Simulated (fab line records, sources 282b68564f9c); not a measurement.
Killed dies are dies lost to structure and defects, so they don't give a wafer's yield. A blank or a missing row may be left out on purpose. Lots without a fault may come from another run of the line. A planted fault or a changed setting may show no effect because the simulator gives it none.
A struck lot beside a sound one | flow rit_cmos | 22 steps out of a route of 202
Sound: wafers L578.3, L578.5, L578.6. Struck: wafers L581.2, L581.3, L581.6. The cause comes at the end.
At each step with rows: each side's tool, then ch and its chambers, then its first start. Under that, the readings that differ: sound wafers | struck wafers | difference of the means | sigmas: that difference in standard deviations of wafers without a fault.
alike: readings whose means differ by less than 2 such deviations, and words and numbers that are the same on both sides. not compared: withheld readings, readings that some wafer has no value for, bounds like >300 that may hide the same value, and numbers for which the record gives no deviation and whose values overlap.
The two part at a step that has a row with sigmas, a row that says differs or no value, or rows on one side only. Numbers that don't overlap but have no deviation are shown without sigmas and don't part them. A reading that every wafer of one side lacks parts them only if that side has two wafers or more.

first, 2 steps without rows for these wafers: RIT_NSD_HARDBAKE_07 (time 60 s); RIT_NSD_IMPLANT_08.
RIT_NSD_STRIP_09: strips in O2, time 180 s.
  sound on plasma_asher-01 ch 0,1, day 3 04:37; struck on plasma_asher-02 ch 0, day 3 23:26
  alike: drypump_motor_current_A, rf_refl_power_W
  not compared: rf_hours_counter_h
RIT_NSD_TW_MEAS_10:
  sound on film_metro-02, day 3 04:45; struck on film_metro-01, day 3 23:38
  alike: NSD_TW
then, 6 steps without rows for these wafers: RIT_PSD_HMDS_00 (prime time 60 s); RIT_PSD_COAT_01 (resist thk 1000 nm); RIT_PSD_SOFTBAKE_02 (time 60 s); RIT_PSD_EXPOSE_03 (exposes mask M10, target cd 40900 nm); RIT_PSD_PEB_04; RIT_PSD_DEVELOP_05 (develop time 50 s).
RIT_PSD_OVL_MEAS_06:
  sound on overlay-01, day 3 05:40; struck on overlay-01, day 4 00:40
  reading      | sound       | struck         | difference | sigmas
  PSD_OVL (nm) | 0.6 1.1 1.0 | -2.8 -2.3 -1.8 | -3.2       | -2
then, 1 step without rows for these wafers: RIT_PSD_HARDBAKE_07 (time 60 s).
RIT_PSD_IMPLANT_08:
  sound on implanter-03 ch 0, day 3 05:53; struck on implanter-04 ch 0, day 4 01:11
  alike: beam_on_s, tilt_deg
RIT_PSD_STRIP_09: strips in O2, time 180 s.
  sound on plasma_asher-01 ch 0,1, day 3 06:02; struck on plasma_asher-02 ch 0,1, day 4 01:18
  reading             | sound       | struck      | difference | sigmas
  rf_refl_power_W (W) | 5.0 4.8 5.8 | 9.3 8.0 8.0 | +3.2       | +2
  alike: drypump_motor_current_A
  not compared: rf_hours_counter_h
RIT_PSD_TW_MEAS_10:
  sound on film_metro-02, day 3 06:11; struck on film_metro-04, day 4 01:29
  reading | sound          | struck         | difference | sigmas
  PSD_TW  | 3400 3404 3406 | 3628 3600 3602 | +207       | +10
then, 3 steps without rows for these wafers: RIT_SDANNEAL_CLEAN_00 (cleans in SC1, time 600 s); RIT_SDANNEAL_CLEAN_01 (cleans in dHF, time 30 s); RIT_SDANNEAL_CLEAN_02 (cleans in SC2, time 600 s).
RIT_SDANNEAL_RTA_03: time 5 s.
  sound on rtp_anneal-02 ch 0, day 3 06:36; struck on rtp_anneal-01 ch 0, day 4 01:55
  alike: wafer_temp_C_max
RIT_SDANNEAL_RS_MEAS_04: measures by four-point-probe.
  sound on film_metro-04, day 3 06:41; struck on film_metro-02, day 4 01:59
  reading         | sound             | struck            | difference | sigmas
  PSD_RS (ohm/sq) | 115.9 116.5 116.1 | 107.1 107.4 107.7 | -8.8       | -29
RIT_SDANNEAL_RS_MEAS_05: measures by four-point-probe.
  sound on film_metro-04, day 3 06:48; struck on film_metro-02, day 4 02:07
  alike: NSD_RS
then, 1 step without rows for these wafers: RIT_M1_PROBE_99.

WHERE THEY PART
First at RIT_PSD_OVL_MEAS_06; last, within this record, at RIT_SDANNEAL_RS_MEAS_04. Later steps at which nothing parts them and some readings are alike: RIT_SDANNEAL_RS_MEAS_05.

WHY: what the simulator had put in
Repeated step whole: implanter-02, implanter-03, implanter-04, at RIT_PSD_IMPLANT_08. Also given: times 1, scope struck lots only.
